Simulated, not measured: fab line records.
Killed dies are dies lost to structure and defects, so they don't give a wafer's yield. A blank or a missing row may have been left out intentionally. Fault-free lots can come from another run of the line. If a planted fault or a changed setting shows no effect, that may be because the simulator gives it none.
fab line records	flow rit_cmos
record lots=5	wafers=23
route steps=202 shown FOX2@23 NWELL@36 PWELL@47 WELLDRIVE@50 NRETRO@61 PRETRO@69 GATE@78 NLDD@104
start_h: hours from the record's first day to the start of the lot's first wafer shown	wait_h: hours since the lot's step before	" repeats the value in the row above	L1.1+2: several wafers, shown together as one row	- either no value or no given start	* or withheld: withheld	< > ~ a bound
route shown NAME@n: a module of which the file shows steps, and the number in the route of the first	usual: mean/standard deviation taken from wafers without a fault	same: alike in all rows	chamber/n: place in a boat	sites: readings site by site	_std_site: how widely they spread, as a standard deviation	_edge_site: mean of outer sites minus mean of inner sites	radius_mm: how far each site lies from the wafer's centre	mask NAME#n: copy n	behind: the tool/chamber that last shaped the wafer	hold: why the lot went on hold/how many hours it stayed there/how the hold came to an end	device: the transistor (n, p or np) that didn't switch	end of line: the tests these same wafers got at the end of their route	a step given without rows: its recipe and nothing more	killed: dies lost to structure and defects at the first sort, not the wafer's yield	map: a wafer's dies, marking killed ones x, the rest . and places with no die _
set.NAME: the setting that was run; set.NAME@STEP: the one run at that earlier step	model.NAME: the simulator's own value behind a step, which no gauge read
lots where settings were altered on purpose, with a table for each step and a row for each wafer
## steps
# step RIT_FOX2_OXIDATION_00
# recipe temp_c=1100	ambient=H2O	target_thk_a=3507	p_h2o_torr=720	ox_time_s=1130
lot.wafer	tool	chamber	start_h	wait_h	set.temp_c	model.SiO2_of_FOX2_OXIDATION_00.thk_nm
L077.1	-	-	-	0.0	1125	381.7
L077.2	"	-	"	"	1125	384.5
L077.3	"	-	"	"	1125	384.4
L077.5	"	-	"	"	1125	385.6
L077.6	"	-	"	"	1125	383
L078.1	-	-	-	0.0	1100	359.8
L078.2	"	-	"	"	1100	357.9
L078.3	"	-	"	"	1100	361.7
L078.4	"	-	"	"	1100	353.3
L078.5	"	-	"	"	1100	357.5
L079.1	-	-	-	0.0	1085	329.5
L079.2	"	-	"	"	1085	322.2
L079.3	"	-	"	"	1085	326.2
L079.4	"	-	"	"	1085	325.4
L079.5	"	-	"	"	1085	333.5
L082.2	-	-	-	0.9	1100	350
L082.3	"	-	"	"	1100	337.2
L082.4	"	-	"	"	1100	344.5
L082.5	"	-	"	"	1100	344.6
L082.6	"	-	"	"	1100	344
L084.1	furnace-01	0	71.83	0.7	1100	343.9
L084.3	"	0	"	"	1100	349.1
L084.5	"	0	"	"	1100	351.7
# step RIT_FOX2_THK_MEAS_01
# recipe reads=SiO2_of_FOX2_OXIDATION_00
# usual FOX2_OXIDE_THK=350/5.7
lot.wafer	tool	chamber	start_h	wait_h	set.temp_c@FOX2_OXIDATION_00	FOX2_OXIDE_THK[nm]
L077.1	film_metro-01	-	-	-	1125	382
L077.2	"	-	"	"	1125	384
L077.3	"	-	"	"	1125	385
L077.5	"	-	"	"	1125	385
L077.6	"	-	"	"	1125	383
L078.1	film_metro-01	-	-	-	1100	360
L078.2	"	-	"	"	1100	358
L078.3	"	-	"	"	1100	361
L078.4	"	-	"	"	1100	353
L078.5	"	-	"	"	1100	358
L079.1	film_metro-01	-	-	-	1085	329
L079.2	"	-	"	"	1085	322
L079.3	"	-	"	"	1085	326
L079.4	"	-	"	"	1085	325
L079.5	"	-	"	"	1085	333
L082.2	film_metro-01	-	-	-	1100	350
L082.3	"	-	"	"	1100	337
L082.4	"	-	"	"	1100	344
L082.5	"	-	"	"	1100	345
L082.6	"	-	"	"	1100	344
L084.1	film_metro-01	-	73.15	0.0	1100	344
L084.3	"	-	"	"	1100	349
L084.5	"	-	"	"	1100	352
# step RIT_FOX2_CLEAN_02
# recipe chemistry=dHF	dilution=50:1	time_s=180
# step RIT_FOX2_WET_ETCH_03
# recipe chemistry=H3PO4	target=Si3N4	target_depth_nm=195	temp_c=165	time_s=2700
# step RIT_FOX2_THK_MEAS_90
# recipe reads=SiO2_of_FOX2_OXIDATION_00
# usual FIELD_OXIDE_LEFT_1_THK=322/5.7
lot.wafer	tool	chamber	start_h	wait_h	set.temp_c@FOX2_OXIDATION_00	FIELD_OXIDE_LEFT_1_THK[nm]
L077.1	film_metro-02	-	35.80	0.0	1125	354
L077.2	"	-	"	"	1125	357
L077.3	"	-	"	"	1125	357
L077.5	"	-	"	"	1125	358
L077.6	"	-	"	"	1125	356
L078.1	film_metro-01	-	40.73	0.0	1100	333
L078.2	"	-	"	"	1100	331
L078.3	"	-	"	"	1100	334
L078.4	"	-	"	"	1100	326
L078.5	"	-	"	"	1100	330
L079.1	film_metro-02	-	44.38	0.0	1085	302
L079.2	"	-	"	"	1085	295
L079.3	"	-	"	"	1085	299
L079.4	"	-	"	"	1085	298
L079.5	"	-	"	"	1085	306
L082.2	film_metro-01	-	62.05	0.0	1100	323
L082.3	"	-	"	"	1100	310
L082.4	"	-	"	"	1100	317
L082.5	"	-	"	"	1100	318
L082.6	"	-	"	"	1100	317
L084.1	film_metro-01	-	74.10	0.0	1100	317
L084.3	"	-	"	"	1100	322
L084.5	"	-	"	"	1100	325
# step RIT_NWELL_IMPLANT_08
# recipe species=P	energy_kev=170	dose_cm2=5e+13	tilt_deg=7
lot.wafer	tool	chamber	start_h	wait_h	set.dose_cm2
L077.1+2+3+5+6	implanter-03	0	37.15	0.2	5e+13
L078.1+4	implanter-01	0	42.09	0.2	5e+13
L078.2+3+5	"	0	"	"	4.695e+13
L079.1+2+3	implanter-01	0	45.73	0.2	4.69e+13
L079.4+5	"	0	"	"	5e+13
L082.2+3+6	implanter-01	0	63.41	0.2	5e+13
L082.4+5	"	0	"	"	4.782e+13
L084.1+3+5	implanter-03	0	75.53	0.2	5e+13
# step RIT_NWELL_STRIP_09
# recipe chemistry=O2	time_s=180	resist=NOVOLAK	platen_temp_c=withheld	power_w=500	pressure_mtorr=4000	o2_flow_sccm=4000
# step RIT_NWELL_TW_MEAS_10
# usual NWELL_TW=2142/18
lot.wafer	tool	chamber	start_h	wait_h	set.dose_cm2@NWELL_IMPLANT_08	NWELL_TW
L077.1	film_metro-04	-	37.48	0.1	5e+13	2138
L077.2	"	-	"	"	5e+13	2140
L077.3	"	-	"	"	5e+13	2136
L077.5	"	-	"	"	5e+13	2143
L077.6	"	-	"	"	5e+13	2152
L078.1	film_metro-02	-	42.41	0.1	5e+13	2115
L078.2	"	-	"	"	4.695e+13	2086
L078.3	"	-	"	"	4.695e+13	2080
L078.4	"	-	"	"	5e+13	2125
L078.5	"	-	"	"	4.695e+13	2094
L079.1	film_metro-01	-	46.06	0.1	4.69e+13	2081
L079.2	"	-	"	"	4.69e+13	2073
L079.3	"	-	"	"	4.69e+13	2072
L079.4	"	-	"	"	5e+13	2128
L079.5	"	-	"	"	5e+13	2120
L082.2	film_metro-04	-	63.72	0.1	5e+13	2168
L082.3	"	-	"	"	5e+13	2161
L082.4	"	-	"	"	4.782e+13	2139
L082.5	"	-	"	"	4.782e+13	2137
L082.6	"	-	"	"	5e+13	2177
L084.1	film_metro-02	-	75.85	0.1	5e+13	2135
L084.3	"	-	"	"	5e+13	2122
L084.5	"	-	"	"	5e+13	2129
# step RIT_PWELL_IMPLANT_08
# recipe species=B	energy_kev=170	dose_cm2=7e+13	tilt_deg=7
lot.wafer	tool	chamber	start_h	wait_h	set.energy_kev	model.implant.rp_nm	model.implant.drp_nm
L077.1+2+6	implanter-01	0	38.78	0.2	179.4	505.6	104.4
L077.3+5	"	0	"	"	170	485	102.9
L078.1+2+3	implanter-03	0	43.76	0.2	170	485.4	102.9
L078.4+5	"	0	"	"	177.6	502.1	104.1
L079.1+2+5	implanter-03	0	47.41	0.2	178.9	495.5	104.3
L079.3+4	"	0	"	"	170	476.3	102.9
L082.2+4+5	implanter-01	0	65.09	0.2	170	479.5	102.9
L082.3+6	"	0	"	"	179	499	104.3
L084.1+3+5	implanter-01	0	77.32	0.2	170	482.1	102.9
# step RIT_PWELL_STRIP_09
# recipe chemistry=O2	time_s=180	resist=NOVOLAK	platen_temp_c=withheld	power_w=500	pressure_mtorr=4000	o2_flow_sccm=4000
# step RIT_WELLDRIVE_ANNEAL_00
# recipe temp_c=1100	time_s=14700	ambient=N2
# step RIT_WELLDRIVE_RS_MEAS_01
# recipe thk_meas_gauge=four-point-probe
# usual NWELL_RS=275.7/0.85
lot.wafer	tool	chamber	start_h	wait_h	set.dose_cm2@NWELL_IMPLANT_08	NWELL_RS[ohm/sq]
L077.1	film_metro-01	-	44.94	0.0	5e+13	277.2
L077.2	"	-	"	"	5e+13	276.2
L077.3	"	-	"	"	5e+13	276.3
L077.5	"	-	"	"	5e+13	276.6
L077.6	"	-	"	"	5e+13	275.7
L078.1	film_metro-01	-	50.02	0.0	5e+13	276.4
L078.2	"	-	"	"	4.695e+13	287.0
L078.3	"	-	"	"	4.695e+13	287.2
L078.4	"	-	"	"	5e+13	276.1
L078.5	"	-	"	"	4.695e+13	286.4
L079.1	film_metro-04	-	53.58	0.0	4.69e+13	287.7
L079.2	"	-	"	"	4.69e+13	287.7
L079.3	"	-	"	"	4.69e+13	287.7
L079.4	"	-	"	"	5e+13	276.4
L079.5	"	-	"	"	5e+13	276.0
L082.2	film_metro-01	-	71.85	0.0	5e+13	274.7
L082.3	"	-	"	"	5e+13	274.8
L082.4	"	-	"	"	4.782e+13	281.7
L082.5	"	-	"	"	4.782e+13	281.4
L082.6	"	-	"	"	5e+13	274.0
L084.1	film_metro-02	-	84.03	0.0	5e+13	277.4
L084.3	"	-	"	"	5e+13	275.8
L084.5	"	-	"	"	5e+13	276.5
# step RIT_NRETRO_IMPLANT_08
# recipe species=P	energy_kev=70	dose_cm2=1e+13	tilt_deg=7
lot.wafer	tool	chamber	start_h	wait_h	set.dose_cm2
L077.1+2+3+5+6	implanter-02	0	46.78	0.2	1e+13
L078.1+2+5	implanter-02	0	51.43	0.2	1.057e+13
L078.3+4	"	0	"	"	1e+13
L079.1+2+3+4+5	implanter-01	0	54.99	0.2	1e+13
L082.2+5+6	implanter-02	0	73.39	0.2	1e+13
L082.3+4	"	0	"	"	1.058e+13
L084.1+3+5	implanter-02	0	85.43	0.2	1e+13
# step RIT_NRETRO_STRIP_09
# recipe chemistry=O2	time_s=180	resist=NOVOLAK	platen_temp_c=withheld	power_w=500	pressure_mtorr=4000	o2_flow_sccm=4000
# step RIT_NRETRO_TW_MEAS_10
# usual NRETRO_TW=1046/7.4
lot.wafer	tool	chamber	start_h	wait_h	set.dose_cm2@NRETRO_IMPLANT_08	NRETRO_TW
L077.1	film_metro-04	-	47.11	0.1	1e+13	1046
L077.2	"	-	"	"	1e+13	1046
L077.3	"	-	"	"	1e+13	1048
L077.5	"	-	"	"	1e+13	1052
L077.6	"	-	"	"	1e+13	1049
L078.1	film_metro-02	-	51.76	0.1	1.057e+13	1051
L078.2	"	-	"	"	1.057e+13	1052
L078.3	"	-	"	"	1e+13	1038
L078.4	"	-	"	"	1e+13	1041
L078.5	"	-	"	"	1.057e+13	1054
L079.1	film_metro-02	-	55.31	0.1	1e+13	1035
L079.2	"	-	"	"	1e+13	1040
L079.3	"	-	"	"	1e+13	1034
L079.4	"	-	"	"	1e+13	1040
L079.5	"	-	"	"	1e+13	1044
L082.2	film_metro-04	-	73.70	0.1	1e+13	1052
L082.3	"	-	"	"	1.058e+13	1072
L082.4	"	-	"	"	1.058e+13	1075
L082.5	"	-	"	"	1e+13	1054
L082.6	"	-	"	"	1e+13	1054
L084.1	film_metro-04	-	85.76	0.1	1e+13	1056
L084.3	"	-	"	"	1e+13	1052
L084.5	"	-	"	"	1e+13	1057
# step RIT_PRETRO_DEVELOP_05
# recipe resist=NOVOLAK	develop_time_s=68	dev_temp_c=23
lot.wafer	tool	chamber	start_h	wait_h	set.dev_temp_c
L077.1+5	litho_track-02	0	-	-	25.79
L077.2+3+6	"	0	"	"	23
L078.1+2	litho_track-02	0	-	-	23
L078.3+4+5	"	0	"	"	19.6
L079.1+3+4	litho_track-02	0	-	-	23
L079.2+5	"	0	"	"	24.14
L082.2+5	litho_track-04	0	-	-	23
L082.3+4+6	"	0	"	"	25.02
L084.1+3+5	litho_track-01	0	-	-	23
# step RIT_PRETRO_HARDBAKE_07
# recipe resist=NOVOLAK	temp_c=140	time_s=120
# step RIT_GATE_CLEAN_03
# recipe chemistry=SC2	mix=3:3:50	time_s=600	temp_c=75	dry=n2_spin
# step RIT_GATE_CLEAN_04
# recipe chemistry=dHF	dilution=50:1	time_s=60	dry=n2_spin
# step RIT_FOX2_THK_MEAS_91
# recipe reads=SiO2_of_FOX2_OXIDATION_00
# usual FIELD_OXIDE_LEFT_2_THK=254/5.5
lot.wafer	tool	chamber	start_h	wait_h	set.temp_c@FOX2_OXIDATION_00	FIELD_OXIDE_LEFT_2_THK[nm]
L077.1	film_metro-03	-	49.14	0.0	1125	287
L077.2	"	-	"	"	1125	289
L077.3	"	-	"	"	1125	289
L077.5	"	-	"	"	1125	290
L077.6	"	-	"	"	1125	288
L078.1	film_metro-01	-	53.82	0.0	1100	264
L078.2	"	-	"	"	1100	262
L078.3	"	-	"	"	1100	266
L078.4	"	-	"	"	1100	257
L078.5	"	-	"	"	1100	262
L079.1	film_metro-02	-	57.59	0.0	1085	235
L079.2	"	-	"	"	1085	228
L079.3	"	-	"	"	1085	232
L079.4	"	-	"	"	1085	231
L079.5	"	-	"	"	1085	239
L082.2	film_metro-02	-	75.73	0.0	1100	254
L082.3	"	-	"	"	1100	241
L082.4	"	-	"	"	1100	248
L082.5	"	-	"	"	1100	248
L082.6	"	-	"	"	1100	248
L084.1	film_metro-02	-	87.79	0.0	1100	249
L084.3	"	-	"	"	1100	254
L084.5	"	-	"	"	1100	257
# step RIT_GATE_CVD_08
# recipe material=poly-Si	target_thk_nm=250	temp_c=610	precursor=SiH4	time_s=2220	pressure_mtorr=300	sih4_flow_sccm=100
lot.wafer	tool	chamber	start_h	wait_h	set.pressure_mtorr	model.poly-Si_of_GATE_CVD_08.thk_nm
L077.1	-	-	-	0.1	300	248.2
L077.2	"	-	"	"	300	247.5
L077.3	"	-	"	"	300	248
L077.5	"	-	"	"	300	246.1
L077.6	"	-	"	"	300	249.7
L078.1	-	-	-	0.1	323.7	260.7
L078.2	"	-	"	"	323.7	257.3
L078.3	"	-	"	"	323.7	261.3
L078.4	"	-	"	"	323.7	262.3
L078.5	"	-	"	"	323.7	261.2
L079.1	-	-	-	0.1	319.9	261.1
L079.2	"	-	"	"	319.9	257.8
L079.3	"	-	"	"	319.9	257.9
L079.4	"	-	"	"	319.9	257.1
L079.5	"	-	"	"	319.9	260.8
L082.2	-	-	-	0.0	255.4	231.7
L082.3	"	-	"	"	255.4	230.5
L082.4	"	-	"	"	255.4	228.9
L082.5	"	-	"	"	255.4	231.6
L082.6	"	-	"	"	255.4	231.4
L084.1	lpcvd-01	0	90.14	0.1	300	251.3
L084.3	"	0	"	"	300	250.2
L084.5	"	0	"	"	300	250.6
# step RIT_GATE_THK_MEAS_09
# recipe reads=poly-Si_of_GATE_CVD_08
# usual GATE_POLY_THK=249.5/1.6
lot.wafer	tool	chamber	start_h	wait_h	set.pressure_mtorr@GATE_CVD_08	GATE_POLY_THK[nm]
L077.1	film_metro-01	-	-	-	300	248.2
L077.2	"	-	"	"	300	247.6
L077.3	"	-	"	"	300	248.0
L077.5	"	-	"	"	300	246.4
L077.6	"	-	"	"	300	249.7
L078.1	film_metro-03	-	-	-	323.7	260.8
L078.2	"	-	"	"	323.7	257.3
L078.3	"	-	"	"	323.7	261.3
L078.4	"	-	"	"	323.7	262.2
L078.5	"	-	"	"	323.7	261.3
L079.1	film_metro-01	-	-	-	319.9	261.1
L079.2	"	-	"	"	319.9	257.6
L079.3	"	-	"	"	319.9	257.9
L079.4	"	-	"	"	319.9	257.2
L079.5	"	-	"	"	319.9	260.9
L082.2	film_metro-01	-	-	-	255.4	231.9
L082.3	"	-	"	"	255.4	230.5
L082.4	"	-	"	"	255.4	228.8
L082.5	"	-	"	"	255.4	231.7
L082.6	"	-	"	"	255.4	231.5
L084.1	film_metro-01	-	91.75	0.0	300	251.4
L084.3	"	-	"	"	300	250.0
L084.5	"	-	"	"	300	250.7
# step RIT_GATE_SOFTBAKE_12
# recipe resist=NOVOLAK	temp_c=90	time_s=60
lot.wafer	tool	chamber	start_h	wait_h	set.temp_c
L077.1+2	litho_track-02	0	55.51	0.1	87.71
L077.3+5+6	"	0	"	"	90
L078.1+2+3+4+5	litho_track-02	0	58.05	0.1	90
L079.1+4	litho_track-03	0	63.37	0.1	90
L079.2+3+5	"	0	"	"	91.76
L082.2+3+6	litho_track-03	0	81.78	0.1	90
L082.4+5	"	0	"	"	88.62
L084.1+3+5	litho_track-03	0	92.11	0.1	90
# step RIT_GATE_EXPOSE_13
# recipe mask_id=M6	na=0.6	source_shape=conventional	sigma_outer=0.6	target_cd_nm=150	dose_mj=380
# step RIT_GATE_PEB_14
# recipe resist=NOVOLAK	temp_c=withheld	time_s=withheld
# step RIT_GATE_HARDBAKE_18
# recipe resist=NOVOLAK	temp_c=140	time_s=60
# step RIT_GATE_ETCH_19
# recipe chemistry=SF6/CHF3/O2	time_s=165	SF6_flow_sccm=30	CHF3_flow_sccm=30	O2_flow_sccm=5	target=poly-Si	pressure_mtorr=40	rf_w=160	target_depth_a=3125	over_etch_frac=0.25	stop_on=SiO2
lot.wafer	tool	chamber	start_h	wait_h	set.pressure_mtorr@GATE_CVD_08	model.GATE.feature_depth_nm	model.etch.depth_nm
L077.1	rie_si-02	2	56.49	0.1	300	248.2	248.2
L077.2	"	0	"	"	300	247.5	247.5
L077.3	"	3	"	"	300	248	248
L077.5	"	0	"	"	300	246.1	246.1
L077.6	"	3	"	"	300	249.7	249.7
L078.1	rie_si-01	0	59.03	0.1	323.7	260.7	260.7
L078.2	"	3	"	"	323.7	257.3	257.3
L078.3	"	1	"	"	323.7	261.3	261.3
L078.4	"	2	"	"	323.7	262.3	262.3
L078.5	"	2	"	"	323.7	261.2	261.2
L079.1	rie_si-02	1	64.22	0.1	319.9	261.1	261.1
L079.2	"	0	"	"	319.9	257.8	257.8
L079.3	"	3	"	"	319.9	257.9	257.9
L079.4	"	2	"	"	319.9	257.1	257.1
L079.5	"	0	"	"	319.9	260.8	260.8
L082.2	rie_si-01	1	82.77	0.1	255.4	231.7	231.7
L082.3	"	3	"	"	255.4	230.5	230.5
L082.4	"	0	"	"	255.4	228.9	228.9
L082.5	"	2	"	"	255.4	231.6	231.6
L082.6	"	1	"	"	255.4	231.4	231.4
L084.1	rie_si-01	0	92.97	0.1	300	251.3	251.3
L084.3	"	1	"	"	300	250.2	250.2
L084.5	"	0	"	"	300	250.6	250.6
# step RIT_NLDD_COAT_01
# recipe resist=NOVOLAK	spin_rpm=3250	resist_thk_nm=1000
lot.wafer	tool	chamber	start_h	wait_h	set.spin_rpm	model.NOVOLAK_of_NLDD_COAT_01.thk_nm
L077.1	litho_track-03	0	60.02	0.1	3250	1001
L077.2	"	0	"	"	3250	998.6
L077.3	"	0	"	"	3081	1031
L077.5	"	0	"	"	3081	1028
L077.6	"	0	"	"	3250	1002
L078.1+3	litho_track-01	0	64.09	0.1	3186	1014
L078.2	"	0	"	"	3250	1005
L078.4	"	0	"	"	3250	1004
L078.5	"	0	"	"	3186	1013
L079.1+3	litho_track-03	0	68.58	0.1	3435	972.1
L079.2	"	0	"	"	3250	997.4
L079.4	"	0	"	"	3250	998.3
L079.5	"	0	"	"	3435	969.1
L082.2+4+6	litho_track-01	0	87.26	0.1	3250	1002
L082.3+5	"	0	"	"	3250	1003
L084.1	litho_track-03	0	96.53	0.1	3250	999.7
L084.3	"	0	"	"	3250	997.4
L084.5	"	0	"	"	3250	997
# step RIT_NLDD_SOFTBAKE_02
# recipe resist=NOVOLAK	temp_c=89.1	time_s=60
# step RIT_NLDD_EXPOSE_03
# recipe mask_id=M7	na=0.57	target_cd_nm=40700	dose_mj=250
# step RIT_NLDD_DEVELOP_05
# recipe resist=NOVOLAK	develop_time_s=50	dev_temp_c=23
# step RIT_NLDD_HARDBAKE_07
# recipe resist=NOVOLAK	temp_c=140	time_s=60
lot.wafer	tool	chamber	start_h	wait_h	set.spin_rpm@NLDD_COAT_01	model.NOVOLAK_of_NLDD_COAT_01.thk_nm
L077.1	litho_track-01	0	60.76	0.0	3250	884.7
L077.2	"	0	"	"	3250	882.6
L077.3	"	0	"	"	3081	910.6
L077.5	"	0	"	"	3081	908.6
L077.6	"	0	"	"	3250	885.3
L078.1	litho_track-03	0	64.83	0.0	3186	896
L078.2	"	0	"	"	3250	888.5
L078.3	"	0	"	"	3186	896.3
L078.4	"	0	"	"	3250	887.6
L078.5	"	0	"	"	3186	895
L079.1+3	litho_track-03	0	69.44	0.0	3435	859.3
L079.2	"	0	"	"	3250	881.5
L079.4	"	0	"	"	3250	882.3
L079.5	"	0	"	"	3435	856.8
L082.2	litho_track-01	0	88.12	0.0	3250	885.9
L082.3	"	0	"	"	3250	886.8
L082.4	"	0	"	"	3250	885.3
L082.5	"	0	"	"	3250	886.5
L082.6	"	0	"	"	3250	885.5
L084.1	litho_track-04	0	97.39	0.0	3250	883.5
L084.3	"	0	"	"	3250	881.5
L084.5	"	0	"	"	3250	881.2
## key
split step=RIT_FOX2_OXIDATION_00	setting=temp_c	stated=1100	by=lot
response step=RIT_FOX2_OXIDATION_00	reading=model.SiO2_of_FOX2_OXIDATION_00.thk_nm	change=+15.4	per=1%	r=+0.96
response step=RIT_FOX2_THK_MEAS_01	reading=FOX2_OXIDE_THK	change=+15.4	per=1%	r=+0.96
response step=RIT_FOX2_THK_MEAS_90	reading=FIELD_OXIDE_LEFT_1_THK	change=+15.3	per=1%	r=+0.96
response step=RIT_FOX2_THK_MEAS_91	reading=FIELD_OXIDE_LEFT_2_THK	change=+15.2	per=1%	r=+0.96
split step=RIT_NWELL_IMPLANT_08	setting=dose_cm2	stated=5e+13	by=wafer
response step=RIT_NWELL_TW_MEAS_10	reading=NWELL_TW	change=+6.73	per=1%	r=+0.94
response step=RIT_WELLDRIVE_RS_MEAS_01	reading=NWELL_RS	change=-1.77	per=1%	r=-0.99
split step=RIT_PWELL_IMPLANT_08	setting=energy_kev	stated=170	by=wafer
response step=RIT_PWELL_IMPLANT_08	reading=model.implant.rp_nm	change=+3.7	per=1%	r=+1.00
response step=RIT_PWELL_IMPLANT_08	reading=model.implant.drp_nm	change=+0.269	per=1%	r=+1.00
split step=RIT_NRETRO_IMPLANT_08	setting=dose_cm2	stated=1e+13	by=wafer
response step=RIT_NRETRO_TW_MEAS_10	reading=NRETRO_TW	change=+2.88	per=1%	r=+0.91
split step=RIT_PRETRO_DEVELOP_05	setting=dev_temp_c	stated=23	by=wafer
response none clear
split step=RIT_GATE_CVD_08	setting=pressure_mtorr	stated=300	by=lot
response step=RIT_GATE_CVD_08	reading=model.poly-Si_of_GATE_CVD_08.thk_nm	change=+1.31	per=1%	r=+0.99
response step=RIT_GATE_THK_MEAS_09	reading=GATE_POLY_THK	change=+1.3	per=1%	r=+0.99
response step=RIT_GATE_ETCH_19	reading=model.GATE.feature_depth_nm	change=+1.31	per=1%	r=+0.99
response step=RIT_GATE_ETCH_19	reading=model.etch.depth_nm	change=+1.31	per=1%	r=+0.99
split step=RIT_GATE_SOFTBAKE_12	setting=temp_c	stated=90	by=wafer
response none clear
split step=RIT_NLDD_COAT_01	setting=spin_rpm	stated=3250	by=wafer
response step=RIT_NLDD_COAT_01	reading=model.NOVOLAK_of_NLDD_COAT_01.thk_nm	change=-5.06	per=1%	r=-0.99
response step=RIT_NLDD_HARDBAKE_07	reading=model.NOVOLAK_of_NLDD_COAT_01.thk_nm	change=-4.43	per=1%	r=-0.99
